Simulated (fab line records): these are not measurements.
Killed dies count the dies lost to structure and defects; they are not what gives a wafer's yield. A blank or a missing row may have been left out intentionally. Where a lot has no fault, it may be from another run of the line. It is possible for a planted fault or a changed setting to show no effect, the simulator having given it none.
Code-filled problem report in 8D (eight disciplines) form	flow berkeley cmos170	the parts of the form that need people (team, actions taken, sign-off) are left out

## 1. WHAT IS WRONG
Mean GATE_OXIDE_THK at UCB170_GATE_THK_MEAS_02: 5.67 nm over 9 wafers in 3 lots; fault-free wafers: 6.53 nm, standard deviation 0.13. That puts it -6.6 standard deviations away from the usual mean.
Earliest sighting: wafer L328.2 on film metro-04 at day 9 00:16. At this step, 45 wafers from 15 lots have a number in the record. Rule for "out", or "out of limits": more than 4 standard deviations from the usual mean. Any other wafer with a number is counted as sound.

## 2. WHAT IT IS, WHAT IT ISN'T
question	is	is not
which readings at this step	GATE_OXIDE_THK	-
which lots	L327, L328, L329	L317, L318, L319, L320, L321, L322, L323, L324, L325, L326, L337, L338
which wafers of those lots	all that have a number	-
read on which gauges	film metro-01, film metro-02, film metro-04	-
when	from day 9 00:16	up to then (30 sound wafers); but 6 sound wafers of L337, L338 came after

## 3. THE SUSPECTS, EACH WITH WHAT RULES IT OUT
Counting: a tool stays on the suspect list if, at a process step up to the reading, it processed all lots that are out and no sound lot following the first of them.
- ruled out: the gauge at UCB170_GATE_THK_MEAS_02. The wafers that are out were read on 3 gauges (film metro-01, film metro-02, film metro-04).
- furnace-02 at UCB170_GATE_OXIDATION_01 (target thk 6.6 nm, ox time 1800 s): kept. Every lot that is out went through it, starting with L327 (day 8 22:45), and after that it ran no sound lot; the last sound lot it ran before then is L325 (day 8 12:59).
After counting, what remains is furnace-02 at UCB170_GATE_OXIDATION_01.

## 4. THE CAUSE (what the simulator had put in)
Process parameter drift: furnace-02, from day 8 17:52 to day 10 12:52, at UCB170_GATE_OXIDATION_01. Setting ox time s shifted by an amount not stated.
After counting, this tool was the only one left.

## 5. SEQUENCE OF EFFECTS, ordered by route
Each row: a reading where the mean over the struck wafers with a number is more than 3 standard deviations away from the usual. Only readings whose record carries a usual standard deviation are examined. hours: median over the lots of the time between each lot's start at the first step of this table that gives one and its start at this step. sigmas: the change, counted in usual standard deviations.
hours	step	reading	usual	on struck wafers	change	sigmas
0	UCB170_GATE_THK_MEAS_02	GATE_OXIDE_THK	6.53 nm	5.67	-0.86	-6.6

## 6. HOW IT WOULD HAVE BEEN CAUGHT EARLIER
The first out-of-limits reading at a measuring or inspecting step in this record came at day 9 00:16, 6 hours after the fault's start at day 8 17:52.
No tool reading at UCB170_GATE_OXIDATION_01 that has a usual standard deviation in the record was out on any struck wafer, so an alarm limit of 4 standard deviations on those readings would not have fired.
All the lots that are out (3) had begun UCB170_GATE_OXIDATION_01 on furnace-02 by day 9 00:16. A hold on the tool at that time would have spared none of them.
